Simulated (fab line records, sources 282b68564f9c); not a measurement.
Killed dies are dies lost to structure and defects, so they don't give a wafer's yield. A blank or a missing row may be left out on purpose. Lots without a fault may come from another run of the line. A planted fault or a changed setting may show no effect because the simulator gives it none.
fab line records | flow rit_cmos
record lots=5 wafers=23
route steps=202 shown ACTIVE@7 FOX2@23 NWELL@30 PRETRO@66 GATE@75 NLDD@104 PLDD@115 NSD@132 PSD@150 M1@202
start_h: hours from the record's first day to the start of the lot's first wafer shown | wait_h: hours since the lot's step before | " the same as in the row above | L1.1+2: a row that stands for several wafers | - no value, or no start given | * or withheld: withheld | < > ~ a bound
route shown NAME@n: a module of which the file shows steps, and the number in the route of the first | usual: mean/standard deviation of fault-free wafers | same: alike in all rows | chamber/n: place in a boat | sites: the reading at each site | _std_site: their standard deviation | _edge_site: outer sites' mean less inner sites' | radius_mm: how far each site lies from the wafer's centre | mask NAME#n: copy n | behind: the tool/chamber that last shaped the wafer | hold: why the lot was held/for how many hours/how that ended | device: the transistor (n, p or np) that didn't switch | end of line: the same wafers' tests at the end of the route | a step without rows: its recipe alone | killed: dies lost to structure and defects at the first sort, not the wafer's yield | map: a wafer's dies, x killed, . not, _ none there
set.NAME: the setting as run; set.NAME@STEP: as run at that earlier step | model.NAME: the simulator's own value behind a step, which no gauge read
lots whose settings were changed on purpose; a table a step, a row a wafer
## steps
# step RIT_ACTIVE_COAT_06
# recipe resist=NOVOLAK spin_rpm=3250 resist_thk_nm=1000
# columns lot.wafer tool chamber start_h wait_h set.resist_thk_nm model.NOVOLAK_of_ACTIVE_COAT_06.thk_nm
L074.1 litho_track-02 0 13.74 0.1 1000 999.6
L074.2 " 0 " " 970.9 974.4
L074.3 " 0 " " 970.9 972.5
L074.4 " 0 " " 1000 1002
L074.6 " 0 " " 1000 1001
L075.1 litho_track-02 0 18.78 0.1 1000 1003
L075.2 " 0 " " 984.9 983
L075.3 " 0 " " 1000 1002
L075.5 " 0 " " 984.9 985.5
L075.6 " 0 " " 984.9 981.3
L077.1 litho_track-02 0 29.55 0.1 1000 1002
L077.2 " 0 " " 1000 998.1
L077.3 " 0 " " 1041 1039
L077.5 " 0 " " 1000 999
L077.6 " 0 " " 1041 1042
L081.1 litho_track-04 0 48.74 0.1 1000 1003
L081.2 " 0 " " 1000 999.9
L081.4 " 0 " " 1000 1002
L081.5 " 0 " " 1000 998.7
L081.6 " 0 " " 1000 998.3
L084.4 litho_track-04 0 64.46 0.1 1000 1001
L084.5 " 0 " " 1000 998.7
L084.6 " 0 " " 1000 1000
# step RIT_ACTIVE_SOFTBAKE_07
# recipe resist=NOVOLAK temp_c=90 time_s=60
# step RIT_ACTIVE_EXPOSE_08
# recipe mask_id=M1 na=0.6 source_shape=conventional sigma_outer=0.6 target_cd_nm=1400 dose_mj=225
# step RIT_ACTIVE_DEVELOP_10
# recipe resist=NOVOLAK develop_time_s=50 dev_temp_c=23.35
# step RIT_ACTIVE_HARDBAKE_12
# recipe resist=NOVOLAK temp_c=140 time_s=60
# columns lot.wafer tool chamber start_h wait_h set.resist_thk_nm@ACTIVE_COAT_06 model.NOVOLAK_of_ACTIVE_COAT_06.thk_nm
L074.1 litho_track-02 0 14.68 0.1 1000 883.5
L074.2 " 0 " " 970.9 861.3
L074.3 " 0 " " 970.9 859.7
L074.4 " 0 " " 1000 885.8
L074.6 " 0 " " 1000 884.8
L075.1 litho_track-01 0 19.72 0.1 1000 886.2
L075.2 " 0 " " 984.9 868.9
L075.3 " 0 " " 1000 885.6
L075.5 " 0 " " 984.9 871
L075.6 " 0 " " 984.9 867.4
L077.1 litho_track-01 0 30.50 0.1 1000 885.4
L077.2 " 0 " " 1000 882.1
L077.3 " 0 " " 1041 917.7
L077.5 " 0 " " 1000 882.8
L077.6 " 0 " " 1041 920.6
L081.1 litho_track-01 0 49.56 0.1 1000 886.7
L081.2 " 0 " " 1000 883.6
L081.4 " 0 " " 1000 885.1
L081.5 " 0 " " 1000 882.7
L081.6 " 0 " " 1000 882.2
L084.4 litho_track-04 0 65.28 0.1 1000 884.7
L084.5 " 0 " " 1000 882.7
L084.6 " 0 " " 1000 884.1
# step RIT_FOX2_OXIDATION_00
# recipe temp_c=1100 ambient=H2O target_thk_a=3507 p_h2o_torr=720 ox_time_s=1130
# columns lot.wafer tool chamber start_h wait_h set.temp_c model.SiO2_of_FOX2_OXIDATION_00.thk_nm
L074.1 - - - 0.0 1084 319.7
L074.2 " - " " 1084 321.3
L074.3 " - " " 1084 328.8
L074.4 " - " " 1084 324.5
L074.6 " - " " 1084 321.6
L075.1 - - - 0.0 1100 353.8
L075.2 " - " " 1100 355.5
L075.3 " - " " 1100 347.6
L075.5 " - " " 1100 355.1
L075.6 " - " " 1100 348.7
L077.1 - - - 0.0 1111 362.4
L077.2 " - " " 1111 368.9
L077.3 " - " " 1111 364.4
L077.5 " - " " 1111 363.6
L077.6 " - " " 1111 367.2
L081.1 - - - 0.0 1129 390.8
L081.2 " - " " 1129 380.4
L081.4 " - " " 1129 386.9
L081.5 " - " " 1129 394
L081.6 " - " " 1129 385.9
L084.4 furnace-01 0 68.91 0.4 1100 347.4
L084.5 " 0 " " 1100 351.1
L084.6 " 0 " " 1100 344.4
# step RIT_FOX2_THK_MEAS_01
# recipe reads=SiO2_of_FOX2_OXIDATION_00
# usual FOX2_OXIDE_THK=350/4.8
# columns lot.wafer tool chamber start_h wait_h set.temp_c@FOX2_OXIDATION_00 FOX2_OXIDE_THK[nm]
L074.1 film_metro-02 - - - 1084 320
L074.2 " - " " 1084 321
L074.3 " - " " 1084 329
L074.4 " - " " 1084 325
L074.6 " - " " 1084 322
L075.1 film_metro-03 - - - 1100 354
L075.2 " - " " 1100 356
L075.3 " - " " 1100 347
L075.5 " - " " 1100 355
L075.6 " - " " 1100 349
L077.1 film_metro-04 - - - 1111 363
L077.2 " - " " 1111 369
L077.3 " - " " 1111 364
L077.5 " - " " 1111 364
L077.6 " - " " 1111 367
L081.1 film_metro-04 - - - 1129 391
L081.2 " - " " 1129 380
L081.4 " - " " 1129 387
L081.5 " - " " 1129 394
L081.6 " - " " 1129 386
L084.4 film_metro-03 - 70.25 0.0 1100 347
L084.5 " - " " 1100 351
L084.6 " - " " 1100 344
# step RIT_FOX2_CLEAN_02
# recipe chemistry=dHF dilution=50:1 time_s=180
# step RIT_FOX2_WET_ETCH_03
# recipe chemistry=H3PO4 target=Si3N4 target_depth_nm=195 temp_c=165 time_s=2700
# step RIT_FOX2_THK_MEAS_90
# recipe reads=SiO2_of_FOX2_OXIDATION_00
# usual FIELD_OXIDE_LEFT_1_THK=323/4.8
# columns lot.wafer tool chamber start_h wait_h set.temp_c@FOX2_OXIDATION_00 FIELD_OXIDE_LEFT_1_THK[nm]
L074.1 film_metro-04 - 19.91 0.0 1084 293
L074.2 " - " " 1084 294
L074.3 " - " " 1084 301
L074.4 " - " " 1084 297
L074.6 " - " " 1084 294
L075.1 film_metro-03 - 24.52 0.0 1100 326
L075.2 " - " " 1100 328
L075.3 " - " " 1100 320
L075.5 " - " " 1100 327
L075.6 " - " " 1100 321
L077.1 film_metro-02 - 36.16 0.0 1111 335
L077.2 " - " " 1111 341
L077.3 " - " " 1111 337
L077.5 " - " " 1111 336
L077.6 " - " " 1111 339
L081.1 film_metro-03 - 54.28 0.0 1129 364
L081.2 " - " " 1129 353
L081.4 " - " " 1129 360
L081.5 " - " " 1129 367
L081.6 " - " " 1129 359
L084.4 film_metro-04 - 71.13 0.0 1100 320
L084.5 " - " " 1100 324
L084.6 " - " " 1100 317
# step RIT_NWELL_SOFTBAKE_02
# recipe resist=NOVOLAK temp_c=90 time_s=60
# columns lot.wafer tool chamber start_h wait_h set.temp_c
L074.1+2+6 litho_track-02 0 20.27 0.1 90
L074.3+4 " 0 " " 88.88
L075.1+2+3 litho_track-04 0 24.88 0.1 92.53
L075.5+6 " 0 " " 90
L077.1+3+5 litho_track-04 0 36.76 0.1 88.98
L077.2+6 " 0 " " 90
L081.1+2+6 litho_track-04 0 54.64 0.1 87.82
L081.4+5 " 0 " " 90
L084.4+5+6 litho_track-02 0 71.53 0.1 90
# step RIT_NWELL_DEVELOP_05
# recipe resist=NOVOLAK develop_time_s=68 dev_temp_c=23
# columns lot.wafer tool chamber start_h wait_h set.develop_time_s set.temp_c@NWELL_SOFTBAKE_02 model.NOVOLAK_of_NWELL_COAT_01.thk_nm
L074.1 litho_track-03 0 - - 68 90 1300
L074.2 " 0 " " 75.03 90 1301
L074.3+4 " 0 " " 75.03 88.88 1305
L074.6 " 0 " " 68 90 1298
L075.1 litho_track-02 0 - - 68 92.53 1302
L075.2 " 0 " " 68 92.53 1297
L075.3 " 0 " " 68 92.53 1299
L075.5 " 0 " " 68 90 1309
L075.6 " 0 " " 68 90 1308
L077.1 litho_track-04 0 - - 68 88.98 1303
L077.2 " 0 " " 68 90 1300
L077.3 " 0 " " 68 88.98 1305
L077.5 " 0 " " 68 88.98 1306
L077.6 " 0 " " 68 90 1297
L081.1 litho_track-04 0 - - 68 87.82 1309
L081.2 " 0 " " 58.77 87.82 1306
L081.4 " 0 " " 68 90 1304
L081.5 " 0 " " 58.77 90 1300
L081.6 " 0 " " 58.77 87.82 1311
L084.4+5+6 litho_track-02 0 - - 68 90 1303
# step RIT_PRETRO_SOFTBAKE_02
# recipe resist=NOVOLAK temp_c=90 time_s=60
# columns lot.wafer tool chamber start_h wait_h set.temp_c model.NOVOLAK_of_PRETRO_COAT_01.thk_nm
L074.1+2 litho_track-04 0 30.84 0.1 90 1309
L074.3 " 0 " " 90 1305
L074.4 " 0 " " 90 1313
L074.6 " 0 " " 90 1307
L075.1+6 litho_track-01 0 35.10 0.1 91.99 1294
L075.2 " 0 " " 90 1299
L075.3 " 0 " " 90 1298
L075.5 " 0 " " 91.99 1293
L077.1 litho_track-04 0 46.73 0.1 90 1307
L077.2 " 0 " " 90 1302
L077.3 " 0 " " 92.68 1295
L077.5 " 0 " " 92.68 1292
L077.6 " 0 " " 90 1310
L081.1 litho_track-01 0 64.91 0.1 90 1303
L081.2+5 " 0 " " 93.21 1292
L081.4 " 0 " " 90 1301
L081.6 " 0 " " 90 1300
L084.4+6 litho_track-04 0 82.72 0.1 90 1299
L084.5 " 0 " " 90 1303
# step RIT_GATE_WET_ETCH_00
# recipe chemistry=BOE target=SiO2 target_depth_nm=56 time_s=60 dry=n2_spin dilution=10:1 temp_c=21.5
# columns lot.wafer tool chamber start_h wait_h set.time_s
L074.1+2+3+4+6 - - - 0.1 51.88
L075.1+2+3+5+6 - - - 0.1 60
L077.1+2+3+5+6 - - - 0.1 51.47
L081.1+2+4+5+6 - - - 0.1 53.56
L084.4+5+6 wet_bench-02 0 84.05 0.0 60
# step RIT_GATE_CLEAN_01
# recipe chemistry=SC1 mix=3:3:50 time_s=600 temp_c=75
# step RIT_GATE_CLEAN_02
# recipe chemistry=dHF dilution=50:1 time_s=30
# step RIT_GATE_CLEAN_03
# recipe chemistry=SC2 mix=3:3:50 time_s=600 temp_c=75 dry=n2_spin
# step RIT_GATE_CLEAN_04
# recipe chemistry=dHF dilution=50:1 time_s=60 dry=n2_spin
# step RIT_FOX2_THK_MEAS_91
# recipe reads=SiO2_of_FOX2_OXIDATION_00
# usual FIELD_OXIDE_LEFT_2_THK=255/4.7
# columns lot.wafer tool chamber start_h wait_h set.temp_c@FOX2_OXIDATION_00 FIELD_OXIDE_LEFT_2_THK[nm]
L074.1 film_metro-02 - 32.71 0.0 1084 231
L074.2 " - " " 1084 233
L074.3 " - " " 1084 241
L074.4 " - " " 1084 236
L074.6 " - " " 1084 233
L075.1 film_metro-03 - 36.77 0.0 1100 259
L075.2 " - " " 1100 261
L075.3 " - " " 1100 252
L075.5 " - " " 1100 260
L075.6 " - " " 1100 254
L077.1 film_metro-03 - 48.73 0.0 1111 275
L077.2 " - " " 1111 282
L077.3 " - " " 1111 277
L077.5 " - " " 1111 276
L077.6 " - " " 1111 280
L081.1 film_metro-03 - 66.58 0.0 1129 302
L081.2 " - " " 1129 291
L081.4 " - " " 1129 298
L081.5 " - " " 1129 305
L081.6 " - " " 1129 297
L084.4 film_metro-02 - 84.52 0.0 1100 252
L084.5 " - " " 1100 255
L084.6 " - " " 1100 249
# step RIT_GATE_DEVELOP_15
# recipe resist=NOVOLAK develop_time_s=50 dev_temp_c=23
# columns lot.wafer tool chamber start_h wait_h set.dev_temp_c
L074.1+2+3+4+6 litho_track-02 0 - - 23
L075.1+2+5 litho_track-02 0 - - 23
L075.3+6 " 0 " " 24.23
L077.1+3+5 litho_track-03 0 - - 19.84
L077.2+6 " 0 " " 23
L081.1+2+4 litho_track-03 0 - - 23
L081.5+6 " 0 " " 21
L084.4+5+6 litho_track-03 0 - - 23
# step RIT_NLDD_COAT_01
# recipe resist=NOVOLAK spin_rpm=3250 resist_thk_nm=1000
# columns lot.wafer tool chamber start_h wait_h set.resist_thk_nm model.NOVOLAK_of_NLDD_COAT_01.thk_nm
L074.1 litho_track-03 0 41.14 0.1 1000 998.6
L074.2 " 0 " " 1000 998.5
L074.3 " 0 " " 1000 1000
L074.4 " 0 " " 959.4 961.8
L074.6 " 0 " " 959.4 955.9
L075.1 litho_track-02 0 45.18 0.1 1000 998.1
L075.2 " 0 " " 1000 999.5
L075.3+5 " 0 " " 1000 1000
L075.6 " 0 " " 1000 999.4
L077.1+3 litho_track-02 0 57.48 0.1 1000 1004
L077.2+6 " 0 " " 1000 1002
L077.5 " 0 " " 1000 999.9
L081.1 litho_track-02 0 76.88 0.1 1038 1043
L081.2 " 0 " " 1000 1002
L081.4 " 0 " " 1038 1042
L081.5 " 0 " " 1038 1045
L081.6 " 0 " " 1000 1003
L084.4 litho_track-03 0 93.39 0.1 1000 997.3
L084.5 " 0 " " 1000 992.8
L084.6 " 0 " " 1000 997.1
# step RIT_NLDD_SOFTBAKE_02
# recipe resist=NOVOLAK temp_c=91.01 time_s=60
# step RIT_NLDD_EXPOSE_03
# recipe mask_id=M7 na=0.57 target_cd_nm=40700 dose_mj=250
# step RIT_NLDD_DEVELOP_05
# recipe resist=NOVOLAK develop_time_s=50 dev_temp_c=23
# step RIT_NLDD_HARDBAKE_07
# recipe resist=NOVOLAK temp_c=140 time_s=60
# columns lot.wafer tool chamber start_h wait_h set.resist_thk_nm@NLDD_COAT_01 model.NOVOLAK_of_NLDD_COAT_01.thk_nm
L074.1+2 litho_track-01 0 41.87 0.0 1000 882.5
L074.3 " 0 " " 1000 883.9
L074.4 " 0 " " 959.4 850.4
L074.6 " 0 " " 959.4 845.1
L075.1 litho_track-02 0 46.04 0.0 1000 882.2
L075.2 " 0 " " 1000 883.4
L075.3 " 0 " " 1000 884.1
L075.5 " 0 " " 1000 884
L075.6 " 0 " " 1000 883.2
L077.1 litho_track-01 0 58.22 0.0 1000 887.1
L077.2 " 0 " " 1000 885.2
L077.3 " 0 " " 1000 887.5
L077.5 " 0 " " 1000 883.7
L077.6 " 0 " " 1000 885.1
L081.1 litho_track-03 0 77.74 0.0 1038 921.2
L081.2 " 0 " " 1000 885.5
L081.4 " 0 " " 1038 920.8
L081.5 " 0 " " 1038 922.9
L081.6 " 0 " " 1000 886.3
L084.4 litho_track-02 0 94.13 0.1 1000 881.5
L084.5 " 0 " " 1000 877.4
L084.6 " 0 " " 1000 881.2
# step RIT_PLDD_COAT_01
# recipe resist=NOVOLAK spin_rpm=3250 resist_thk_nm=1000
# columns lot.wafer tool chamber start_h wait_h set.resist_thk_nm model.NOVOLAK_of_PLDD_COAT_01.thk_nm
L074.1+4 litho_track-04 0 42.56 0.1 1024 1023
L074.2 " 0 " " 1000 1002
L074.3 " 0 " " 1024 1027
L074.6 " 0 " " 1000 1001
L075.1 litho_track-03 0 46.73 0.1 964.5 959.8
L075.2 " 0 " " 964.5 956.4
L075.3 " 0 " " 1000 993.6
L075.5 " 0 " " 1000 994
L075.6 " 0 " " 1000 994.5
L077.1+6 litho_track-01 0 58.91 0.1 1000 1006
L077.2 " 0 " " 1041 1044
L077.3 " 0 " " 1041 1047
L077.5 " 0 " " 1000 1003
L081.1 litho_track-01 0 78.43 0.1 1000 1002
L081.2 " 0 " " 1000 1004
L081.4 " 0 " " 1000 1006
L081.5 " 0 " " 1000 1003
L081.6 " 0 " " 1000 1001
L084.4+6 litho_track-04 0 94.81 0.1 1000 1003
L084.5 " 0 " " 1000 1005
# step RIT_PLDD_DEVELOP_05
# recipe resist=NOVOLAK develop_time_s=50 dev_temp_c=23
# columns lot.wafer tool chamber start_h wait_h set.develop_time_s
L074.1+3 litho_track-03 0 - - 46.81
L074.2+4+6 " 0 " " 50
L075.1+5+6 litho_track-03 0 - - 50
L075.2+3 " 0 " " 44.96
L077.1+2+6 litho_track-01 0 - - 50
L077.3+5 " 0 " " 46.16
L081.1+5+6 litho_track-01 0 - - 45.39
L081.2+4 " 0 " " 50
L084.4+5+6 litho_track-04 0 - - 50
# step RIT_PLDD_HARDBAKE_07
# recipe resist=NOVOLAK temp_c=140 time_s=60
# columns lot.wafer tool chamber start_h wait_h set.resist_thk_nm@PLDD_COAT_01 model.NOVOLAK_of_PLDD_COAT_01.thk_nm
L074.1+4 litho_track-04 0 43.42 0.0 1024 903.8
L074.2 " 0 " " 1000 885.8
L074.3 " 0 " " 1024 907
L074.6 " 0 " " 1000 884.9
L075.1 litho_track-03 0 47.59 0.0 964.5 848.6
L075.2 " 0 " " 964.5 845.7
L075.3 " 0 " " 1000 878.2
L075.5 " 0 " " 1000 878.5
L075.6 " 0 " " 1000 879
L077.1 litho_track-03 0 59.77 0.0 1000 888.7
L077.2 " 0 " " 1041 922.1
L077.3 " 0 " " 1041 924.5
L077.5 " 0 " " 1000 886.7
L077.6 " 0 " " 1000 888.8
L081.1 litho_track-01 0 79.16 0.0 1000 885.9
L081.2 " 0 " " 1000 887.3
L081.4 " 0 " " 1000 888.7
L081.5 " 0 " " 1000 886.2
L081.6 " 0 " " 1000 884.3
L084.4 litho_track-01 0 95.67 0.1 1000 886.5
L084.5 " 0 " " 1000 888.3
L084.6 " 0 " " 1000 886.8
# step RIT_NSD_COAT_01
# recipe resist=NOVOLAK spin_rpm=3250 resist_thk_nm=1000
# columns lot.wafer tool chamber start_h wait_h set.resist_thk_nm model.NOVOLAK_of_NSD_COAT_01.thk_nm
L074.1 litho_track-02 0 46.60 0.1 958.4 961.8
L074.2 " 0 " " 1000 999.5
L074.3 " 0 " " 1000 1002
L074.4 " 0 " " 958.4 958.6
L074.6 " 0 " " 958.4 959.7
L075.1 litho_track-04 0 50.81 0.1 1000 998.1
L075.2+5 " 0 " " 1029 1029
L075.3 " 0 " " 1029 1027
L075.6 " 0 " " 1000 999.6
L077.1 litho_track-01 0 63.12 0.1 1000 1002
L077.2 " 0 " " 1000 999.8
L077.3+6 " 0 " " 1000 998.3
L077.5 " 0 " " 1000 999.7
L081.1+2+5 litho_track-02 0 82.77 0.1 1040 1043
L081.4 " 0 " " 1000 1001
L081.6 " 0 " " 1000 1003
L084.4 litho_track-04 0 98.89 0.1 1000 999.3
L084.5 " 0 " " 1000 998.7
L084.6 " 0 " " 1000 998.8
# step RIT_NSD_HARDBAKE_07
# recipe resist=NOVOLAK temp_c=140 time_s=60
# columns lot.wafer tool chamber start_h wait_h set.temp_c set.resist_thk_nm@NSD_COAT_01 model.NOVOLAK_of_NSD_COAT_01.thk_nm
L074.1 litho_track-04 0 47.34 0.0 140 958.4 850.3
L074.2 " 0 " " 140 1000 883.3
L074.3 " 0 " " 140 1000 885.2
L074.4 " 0 " " 140 958.4 847.6
L074.6 " 0 " " 140 958.4 848.5
L075.1 litho_track-04 0 51.67 0.0 140 1000 882.1
L075.2 " 0 " " 140 1029 909.1
L075.3 " 0 " " 140 1029 907.3
L075.5 " 0 " " 140 1029 909.4
L075.6 " 0 " " 140 1000 883.5
L077.1 litho_track-04 0 64.01 0.0 140 1000 885.8
L077.2 " 0 " " 137.6 1000 887.3
L077.3 " 0 " " 137.6 1000 886.1
L077.5 " 0 " " 140 1000 883.6
L077.6 " 0 " " 137.6 1000 886
L081.1 litho_track-04 0 83.63 0.0 140 1040 921.1
L081.2 " 0 " " 137.2 1040 925.8
L081.4 " 0 " " 137.2 1000 889.5
L081.5 " 0 " " 137.2 1040 926.4
L081.6 " 0 " " 140 1000 886
L084.4 litho_track-04 0 99.62 0.1 140 1000 883.1
L084.5 " 0 " " 140 1000 882.6
L084.6 " 0 " " 140 1000 882.8
# step RIT_PSD_IMPLANT_08
# recipe species=BF2 energy_kev=27 dose_cm2=5e+15 tilt_deg=7
# columns lot.wafer tool chamber start_h wait_h set.dose_cm2
L074.1+2+4 implanter-03 0 49.06 0.1 5.213e+15
L074.3+6 " 0 " " 5e+15
L075.1+3 implanter-03 0 53.24 0.1 5e+15
L075.2+5+6 " 0 " " 5.15e+15
L077.1+3 implanter-04 0 65.59 0.1 5.334e+15
L077.2+5+6 " 0 " " 5e+15
L081.1+5 implanter-03 0 85.41 0.1 4.762e+15
L081.2+4+6 " 0 " " 5e+15
L084.4+5+6 implanter-03 0 101.35 0.1 5e+15
# step RIT_M1_PROBE_99
# columns lot.wafer tool chamber start_h wait_h set.dev_temp_c@GATE_DEVELOP_15 model.etest.pmos_0p15.r_on_ohm_um model.etest.pmos_0p3.r_on_ohm_um model.etest.pmos_turned.r_on_ohm_um
L074.1 prober-02 - 58.57 0.1 23 2725 6353 3373
L074.2 prober-02 - 58.62 0.1 23 2739 6250 3409
L074.3 prober-02 - 58.67 0.2 23 2793 6315 3448
L074.4 prober-02 - 58.72 0.2 23 2685 6189 3311
L074.6 prober-02 - 58.82 0.2 23 2736 6320 3377
L075.1 prober-01 - 61.62 0.1 23 2684 6269 3319
L075.2 prober-01 - 61.67 0.1 23 2851 6420 3472
L075.3 prober-01 - 61.72 0.2 24.23 2944 6540 3586
L075.5 prober-01 - 61.82 0.2 23 2774 6306 3433
L075.6 prober-01 - 61.87 0.2 24.23 2905 6486 3553
L077.1 prober-01 - 74.44 0.1 19.84 2338 5921 3060
L077.2 prober-01 - 74.49 0.1 23 2788 6467 3470
L077.3 prober-01 - 74.54 0.2 19.84 2420 6065 3173
L077.5 prober-01 - 74.64 0.2 19.84 2345 5897 3002
L077.6 prober-01 - 74.69 0.2 23 2771 6384 3466
L081.1 prober-01 - 93.92 0.1 23 2684 6060 3332
L081.2 prober-01 - 93.97 0.1 23 2696 6015 3348
L081.4 prober-01 - 94.07 0.2 23 2633 6081 3256
L081.5 prober-01 - 94.12 0.2 21 2388 5831 3016
L081.6 prober-01 - 94.17 0.2 21 2395 5774 3018
L084.4 prober-02 - 109.88 0.2 23 2892 6283 3491
L084.5 prober-02 - 109.93 0.2 23 2835 6293 3518
L084.6 prober-02 - 109.98 0.2 23 2820 6157 3477
# killed by level:class
L084.4 GATE:geometric_particle:open=3 FOX1:geometric_particle:short=1 FOX2:geometric_particle:open=1 GATE:geometric_particle:short=1
L084.5 FOX1:geometric_particle:open=1 REOX:geometric_particle:open=1 FOX2:geometric_particle:short=1 GATE:geometric_particle:open=1 SPACER:geometric_particle:short=1
L084.6 FOX1:geometric_particle:short=1 REOX:geometric_particle:open=1 SILICIDE:geometric_particle:short=1
## key
split step=RIT_ACTIVE_COAT_06 setting=resist_thk_nm stated=1000 by=wafer
response step=RIT_ACTIVE_COAT_06 reading=model.NOVOLAK_of_ACTIVE_COAT_06.thk_nm change=+10 per=1% r=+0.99
response step=RIT_ACTIVE_HARDBAKE_12 reading=model.NOVOLAK_of_ACTIVE_COAT_06.thk_nm change=+8.78 per=1% r=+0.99
split step=RIT_FOX2_OXIDATION_00 setting=temp_c stated=1100 by=lot
response step=RIT_FOX2_OXIDATION_00 reading=model.SiO2_of_FOX2_OXIDATION_00.thk_nm change=+15.6 per=1% r=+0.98
response step=RIT_FOX2_THK_MEAS_01 reading=FOX2_OXIDE_THK change=+15.6 per=1% r=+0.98
response step=RIT_FOX2_THK_MEAS_90 reading=FIELD_OXIDE_LEFT_1_THK change=+15.7 per=1% r=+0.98
response step=RIT_FOX2_THK_MEAS_91 reading=FIELD_OXIDE_LEFT_2_THK change=+16.1 per=1% r=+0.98
split step=RIT_NWELL_SOFTBAKE_02 setting=temp_c stated=90 by=wafer
response step=RIT_NWELL_DEVELOP_05 reading=model.NOVOLAK_of_NWELL_COAT_01.thk_nm change=-3.42 per=1% r=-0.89
split step=RIT_NWELL_DEVELOP_05 setting=develop_time_s stated=68 by=wafer
response none clear
split step=RIT_PRETRO_SOFTBAKE_02 setting=temp_c stated=90 by=wafer
response step=RIT_PRETRO_SOFTBAKE_02 reading=model.NOVOLAK_of_PRETRO_COAT_01.thk_nm change=-3.14 per=1% r=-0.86
split step=RIT_GATE_WET_ETCH_00 setting=time_s stated=60 by=lot
response none clear
split step=RIT_GATE_DEVELOP_15 setting=dev_temp_c stated=23 by=wafer
response step=RIT_M1_PROBE_99 reading=model.etest.pmos_0p15.r_on_ohm_um change=+30.4 per=1% r=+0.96
response step=RIT_M1_PROBE_99 reading=model.etest.pmos_turned.r_on_ohm_um change=+30 per=1% r=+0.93
response step=RIT_M1_PROBE_99 reading=model.etest.pmos_0p3.r_on_ohm_um change=+32.5 per=1% r=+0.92
split step=RIT_NLDD_COAT_01 setting=resist_thk_nm stated=1000 by=wafer
response step=RIT_NLDD_COAT_01 reading=model.NOVOLAK_of_NLDD_COAT_01.thk_nm change=+10.3 per=1% r=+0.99
response step=RIT_NLDD_HARDBAKE_07 reading=model.NOVOLAK_of_NLDD_COAT_01.thk_nm change=+9.01 per=1% r=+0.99
split step=RIT_PLDD_COAT_01 setting=resist_thk_nm stated=1000 by=wafer
response step=RIT_PLDD_COAT_01 reading=model.NOVOLAK_of_PLDD_COAT_01.thk_nm change=+9.84 per=1% r=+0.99
response step=RIT_PLDD_HARDBAKE_07 reading=model.NOVOLAK_of_PLDD_COAT_01.thk_nm change=+8.61 per=1% r=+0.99
split step=RIT_PLDD_DEVELOP_05 setting=develop_time_s stated=50 by=wafer
response none clear
split step=RIT_NSD_COAT_01 setting=resist_thk_nm stated=1000 by=wafer
response step=RIT_NSD_COAT_01 reading=model.NOVOLAK_of_NSD_COAT_01.thk_nm change=+10 per=1% r=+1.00
response step=RIT_NSD_HARDBAKE_07 reading=model.NOVOLAK_of_NSD_COAT_01.thk_nm change=+8.84 per=1% r=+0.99
split step=RIT_NSD_HARDBAKE_07 setting=temp_c stated=140 by=wafer
response none clear
split step=RIT_PSD_IMPLANT_08 setting=dose_cm2 stated=5e+15 by=wafer
response none in this file
